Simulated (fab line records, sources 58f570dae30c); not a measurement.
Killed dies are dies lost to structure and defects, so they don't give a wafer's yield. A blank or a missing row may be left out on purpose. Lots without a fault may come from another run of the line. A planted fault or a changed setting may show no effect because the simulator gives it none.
Problem report in the 8D (eight disciplines) form, filled by code | flow berkeley_cmos170 | the parts of the form that need people (team, actions taken, sign-off) are left out

1. THE PROBLEM
PSD_TW at UCB170_PSD_TW_MEAS_10 reads a mean of 1923 on 9 wafers of 3 lots; wafers without a fault read 2316 with a standard deviation of 15. That is -26 standard deviations from the usual mean.
First seen on wafer L686.1, day 10 07:04, on film_metro-01. The record holds 45 wafers of 15 lots with a number at this step. Rule for "out", or "out of limits": more than 4 standard deviations from the usual mean. The other wafers with a number count as sound.

2. WHAT IT IS AND WHAT IT IS NOT
question                    | is                                          | is not
which readings at this step | PSD_TW                                      | -
which lots                  | L686, L687, L688                            | L667, L668, L669, L671, L674, L675, L678, L681, L682, L685, L689, L690
which wafers of those lots  | all that have a number                      | -
read on which gauges        | film_metro-01, film_metro-02, film_metro-03 | -
when                        | from day 10 07:04                           | up to then (27 sound wafers); but 9 sound wafers of L685, L689, L690 came after

3. SUSPECTS, AND WHAT RULES EACH OUT
Counting: a tool at a process step up to the reading stays a suspect if it ran every lot that is out and no sound lot after the first of them.
- the gauge at UCB170_PSD_TW_MEAS_10: ruled out. The wafers that are out were read on 3 gauges (film_metro-01, film_metro-02, film_metro-03).
- implanter-01 at UCB170_PSD_IMPLANT_08: kept. It ran every lot that is out, first L686 (day 10 06:49), and no sound lot after that; its last sound lot up to then is L682 (day 9 17:12). Its own readings are out on those wafers: dose_ions_cm2, end_station_pressure_torr, faraday_current_uA.
Left after counting: implanter-01 at UCB170_PSD_IMPLANT_08.

4. THE CAUSE (what the simulator had put in)
Process parameter drift: implanter-01, from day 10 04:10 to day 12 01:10, at UCB170_PSD_IMPLANT_08. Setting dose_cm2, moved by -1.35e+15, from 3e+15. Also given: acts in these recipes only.
Counting left only this tool.

5. THE CHAIN OF EFFECTS, in route order
Each row: a reading whose mean over the struck wafers that have a number lies more than 3 standard deviations from the usual. Only readings for which the record gives a usual standard deviation are gone through. hours: the time from each lot's start at the first step in this table that gives one to its start at this step, as a median over the lots. sigmas: the change in usual standard deviations.
hours | step                       | reading                   | usual         | on struck wafers | change     | sigmas
0     | UCB170_PSD_IMPLANT_08      | dose_ions_cm2             | 3.001e+15     | 1.652e+15        | -1.349e+15 | -99 or more
0     | UCB170_PSD_IMPLANT_08      | end_station_pressure_torr | 1.26e-05 Torr | 9.22e-06         | -3.38e-06  | -5.4
0     | UCB170_PSD_IMPLANT_08      | faraday_current_uA        | 9266          | 5133             | -4133      | -22
0     | UCB170_PSD_STRIP_09        | oes_product_au            | 0.600 a.u.    | 0.691            | +0.091     | +18
0     | UCB170_PSD_STRIP_09        | strip_time_to_endpoint_s  | 29.42 s       | 23.60            | -5.82      | -77
0     | UCB170_PSD_TW_MEAS_10      | PSD_TW                    | 2316          | 1923             | -393       | -26
4     | UCB170_SDANNEAL_RS_MEAS_02 | PSD_RS                    | 75.5 ohm/sq   | 114.2            | +38.7      | +99 or more
The process steps in it:
- UCB170_PSD_IMPLANT_08
- UCB170_PSD_STRIP_09: strips in O2.

6. WHAT WOULD HAVE CAUGHT IT SOONER
In this record the first reading out of limits at a measuring or inspecting step was taken at day 10 07:04, 3 hours after the fault began at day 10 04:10.
The tool's own readings at UCB170_PSD_IMPLANT_08 were out on every struck wafer that the step has a row for (dose_ions_cm2, end_station_pressure_torr, faraday_current_uA): an alarm limit on them would have fired on the first of those.
Of the lots that are out (3), L687, L688 began UCB170_PSD_IMPLANT_08 on implanter-01 after day 10 07:04. A hold on the tool at that time would have spared those 2.
